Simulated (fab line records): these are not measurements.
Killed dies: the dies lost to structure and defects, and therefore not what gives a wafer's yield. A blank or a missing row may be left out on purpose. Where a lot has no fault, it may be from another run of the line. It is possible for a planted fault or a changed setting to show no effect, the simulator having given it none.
A lot that was struck, set against a sound lot / flow berkeley_cmos170 / 43 out of 331 route steps
Sound: wafers L511.2, L511.4, L511.5. The struck wafers were L516.1, L516.4, L516.6. The cause is named last.
Order at every step that has rows: each side's tool, ch and its chambers, its first start. Under that, the readings that differ: sound wafers / struck wafers / difference of the means / sigmas: that difference in standard deviations of wafers without a fault.
alike: words and numbers the same on both sides, and readings whose means are apart by under 2 such deviations; not compared: readings that were withheld, readings missing a value for some wafer, numbers with overlapping values and no deviation given by the record, and bounds like >300 which may hide the same value.
Wherever a step has rows on one side only, a row that says differs or no value, or a row with sigmas, the two part there. Numbers that have no deviation but don't overlap get no sigmas and don't part them. Lack of a reading on every wafer of one side parts them only where that side has two or more wafers.

first, 2 steps without rows for these wafers: UCB170_BACKSIDE_CLEAN_04 (cleans in SPM, time 600 s); UCB170_SDANNEAL_RTA_00 (time 10 s).
UCB170_SDANNEAL_RTA_01: time 5 s.
  sound on rtp_anneal-02 ch 0, day 7 15:57; struck on rtp_anneal-01 ch 0, day 8 20:53
reading=lamp_power_pct (%); sound=34.9 34.9 35.0; struck=37.5 37.6 37.6; difference=+2.6; sigmas=+2
  alike: wafer_temp_C_max
UCB170_SDANNEAL_RS_MEAS_02: uses a four-point probe to measure.
  sound on film_metro-02 at day 7 16:01; struck on film_metro-01 at day 8 20:56
  alike: PSD_RS
UCB170_SDANNEAL_RS_MEAS_03: uses a four-point probe to measure.
  sound on film_metro-02 at day 7 16:08; struck on film_metro-01 at day 8 21:04
  alike: NSD_RS
UCB170_SDANNEAL_RS_MEAS_04: uses a four-point probe to measure.
  sound on film_metro-02 at day 7 16:16; struck on film_metro-01 at day 8 21:11
  alike: PLDD_RS
UCB170_SDANNEAL_RS_MEAS_05: uses a four-point probe to measure.
  sound on film_metro-02 at day 7 16:23; struck on film_metro-01 at day 8 21:18
  alike: NLDD_RS
then, 2 steps without rows for these wafers: UCB170_SILICIDE_PRE_CLEAN_00 (preclean etch time 60 s); UCB170_SILICIDE_SPUTTER_01 (material Ti, target thk 30 nm, time 25 s).
UCB170_SILICIDE_RS_MEAS_02: uses a four-point probe to measure.
  sound on film_metro-03 at day 7 16:36; struck on film_metro-04 at day 8 21:31
  alike: SILICIDE_TI_RS
UCB170_SILICIDE_THK_MEAS_03: measures by xrf.
  sound on film_metro-03 at day 7 16:43; struck on film_metro-04 at day 8 21:38
  alike: SILICIDE_TI_THK
then, 1 step without rows for these wafers: UCB170_SILICIDE_RTA_04 (time 15 s).
UCB170_SILICIDE_WET_ETCH_05: etches Ti in SPM, time 45 s.
  sound on wet_bench-02 ch 1, day 7 16:53; struck on wet_bench-02 ch 0, day 8 21:51
  alike: bath_guard_temp_C, temp_c
then, 2 steps without rows for these wafers: UCB170_CONTACT_CLEAN_00 (cleans in SPM, time 600 s); UCB170_CONTACT_CVD_01 (deposits PSG from SiH4/O2/PH3, target thk 700 nm, time 2820 s).
UCB170_CONTACT_THK_MEAS_02:
  sound on film_metro-04 at day 7 18:53; struck on film_metro-04 at day 9 00:37
  alike: CONTACT_PSG_THK
then, 3 steps without rows for these wafers: UCB170_CONTACT_HMDS_03 (prime time 60 s); UCB170_CONTACT_COAT_04 (resist thk 900 nm); UCB170_CONTACT_SOFTBAKE_05 (time 60 s).
UCB170_CONTACT_STRIP_06: strips in O2.
  sound on plasma_asher-01 ch 0, day 7 19:23; struck on plasma_asher-01 ch 0, day 9 01:58
  alike: drypump_motor_current_A, oes_product_au, strip_time_to_endpoint_s
  not compared: rf_hours_counter_h
then, 1 step without rows for these wafers: UCB170_CONTACT_CLEAN_07 (cleans in SPM, time 600 s).
UCB170_CONTACT_RTA_08: time 10 s.
  sound on rtp_anneal-02 ch 0, day 7 19:42; struck on rtp_anneal-01 ch 0, day 9 02:16
reading=lamp_power_pct (%); sound=22.6 22.6 22.6; struck=24.3 24.4 24.3; difference=+1.7; sigmas=+2
  alike: wafer_temp_C_max
then, 6 steps without rows for these wafers: UCB170_CONTACT_COAT_09; UCB170_CONTACT_COAT_10 (resist thk 900 nm); UCB170_CONTACT_SOFTBAKE_11 (time 60 s); UCB170_CONTACT_EXPOSE_12 (exposes mask CONT, target cd 700 nm); UCB170_CONTACT_PEB_13; UCB170_CONTACT_DEVELOP_14 (develop time 45 s).
UCB170_CONTACT_CD_MEAS_15: the cd target is 700 nm.
  sound on cd_sem-01 at day 7 21:11; struck on cd_sem-02 at day 9 03:25
  alike: cd_nm
UCB170_CONTACT_OVL_MEAS_16:
  sound on overlay-01 at day 7 21:18; struck on overlay-02 at day 9 03:32
  alike: CONTACT_OVL
then, 1 step without rows for these wafers: UCB170_CONTACT_ETCH_17 (etches BARC in N2/H2).
UCB170_CONTACT_ETCH_18: etches PSG in CHF3/CF4/Ar, stops on TiSi2, target depth 840 nm, time 195 s.
  sound on rie_diel-01 ch 1,2,3; struck on rie_diel-01 ch 1,2
  alike: drypump_motor_current_A, oes_product_au, throttle_valve_pct
  not compared: rf_hours_counter_h
UCB170_CONTACT_STRIP_19: strips in O2.
  sound on plasma_asher-01 ch 0,1, day 7 21:30; struck on plasma_asher-01 ch 0,1, day 9 03:45
  alike: drypump_motor_current_A, oes_product_au
  not compared: rf_hours_counter_h
UCB170_CONTACT_CD_MEAS_90: the cd target is 700 nm.
  sound on cd_sem-02 at day 7 21:37; struck on cd_sem-01 at day 9 03:51
  alike: cd_nm
then, 2 steps without rows for these wafers: UCB170_CONTACT_CLEAN_20 (cleans in SPM, time 600 s); UCB170_M1_SPUTTER_00 (material Al, target thk 600 nm, time 80 s).
UCB170_M1_RS_MEAS_01: uses a four-point probe to measure.
  sound on film_metro-02 at day 7 22:13; struck on film_metro-02 at day 9 04:29
  alike: M1_AL_RS
UCB170_M1_THK_MEAS_02: measures by xrf.
  sound on film_metro-02 at day 7 22:19; struck on film_metro-02 at day 9 04:37
  alike: M1_AL_THK
then, 4 steps without rows for these wafers: UCB170_M1_COAT_03; UCB170_M1_COAT_04 (resist thk 900 nm); UCB170_M1_SOFTBAKE_05 (time 60 s); UCB170_M1_EXPOSE_06 (exposes mask METAL1, target cd 700 nm).
UCB170_M3_PROBE_99:
  rows exist in the record for the struck wafers here (prober-01, day 9 20:24), but not for the sound ones

## WHERE THEY PART
Earliest at UCB170_SDANNEAL_RTA_01; latest, in this record, at UCB170_M3_PROBE_99.

WHY: the cause the simulator had injected
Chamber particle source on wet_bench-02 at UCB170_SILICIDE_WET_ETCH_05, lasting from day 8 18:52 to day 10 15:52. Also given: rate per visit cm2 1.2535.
